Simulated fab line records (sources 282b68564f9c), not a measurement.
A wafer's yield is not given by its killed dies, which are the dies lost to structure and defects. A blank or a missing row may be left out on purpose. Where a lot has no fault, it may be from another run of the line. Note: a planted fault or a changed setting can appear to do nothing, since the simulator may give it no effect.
Which tool did it? -- flow rit-cmos -- 6 lots with 18 wafers sampled at 2 steps, on a route of 202 steps

== WHAT EACH GAUGE READ, for each wafer ==
RIT_WELLDRIVE_RS_MEAS_01: uses a four-point probe to measure.
lot,measured,on,NWELL_RS (ohm/sq)
L334,day 2 14:53,film-metro-03,276.0 275.5 275.0
L336,day 2 21:31,film-metro-04,276.2 276.0 275.3
L338,day 3 10:13,film-metro-03,275.9 277.3 275.9
L340,day 3 17:16,film-metro-03,275.8 276.3 275.4
L350,day 5 21:51,film-metro-03,293.1 286.4 278.7
L355,day 7 00:52,film-metro-03,274.8 273.7 274.9

== WHAT TOOL EACH LOT RAN ON (gives the tool, then ch and the chambers of the sampled wafers, and finally the start) ==
lot,RIT_WELLDRIVE_ANNEAL_00
L334,"furnace-03 ch 0, day 2 09:47"
L336,"furnace-03 ch 0, day 2 16:25"
L338,"furnace-03 ch 0, day 3 05:05"
L340,"furnace-01 ch 0, day 3 12:11"
L350,"furnace-01 ch 0, day 5 16:46"
L355,"furnace-04 ch 0, day 6 19:47"
- RIT_WELLDRIVE_ANNEAL_00: time 14700 s.

== THE ANSWER, worked out from the rows above alone ==
Rule: the usual values come from the lots themselves. The widest of any qualifying gaps counts: lots, ordered by their means at a reading, are off when they make up no more than a third of the lots, leave a main group of 4 or more, and stand apart from it by 3 or more times the standard deviation of that group's means. If all means in a main group match to the digits the tables above print for the reading, that group is not used. Also off: a lot with no number at a reading for which 4 or more lots have one. Any other lot the step has rows for is counted as sound.
Off: at RIT_WELLDRIVE_RS_MEAS_01 (NWELL_RS), L350. For the main group the mean is 275.6 ohm/sq and the standard deviation 0.63.
If a tool, at a process step before that reading, ran all the lots that are off and no sound lot after the first of them, it fits. Those tools and the gauges at RIT_WELLDRIVE_RS_MEAS_01 are tried in the same way. One candidate fits, namely furnace-01 at RIT_WELLDRIVE_ANNEAL_00. Its last sound lot is L340 (day 3 12:11), its first lot that is off L350 (day 5 16:46): a fault that began between those two fits.

== WHAT THE SIMULATOR HAD PUT IN ==
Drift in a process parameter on furnace-01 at RIT_WELLDRIVE_ANNEAL_00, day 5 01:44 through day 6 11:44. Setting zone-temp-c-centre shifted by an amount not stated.
Shown lots that were struck: L350. Same finding as the rule above.
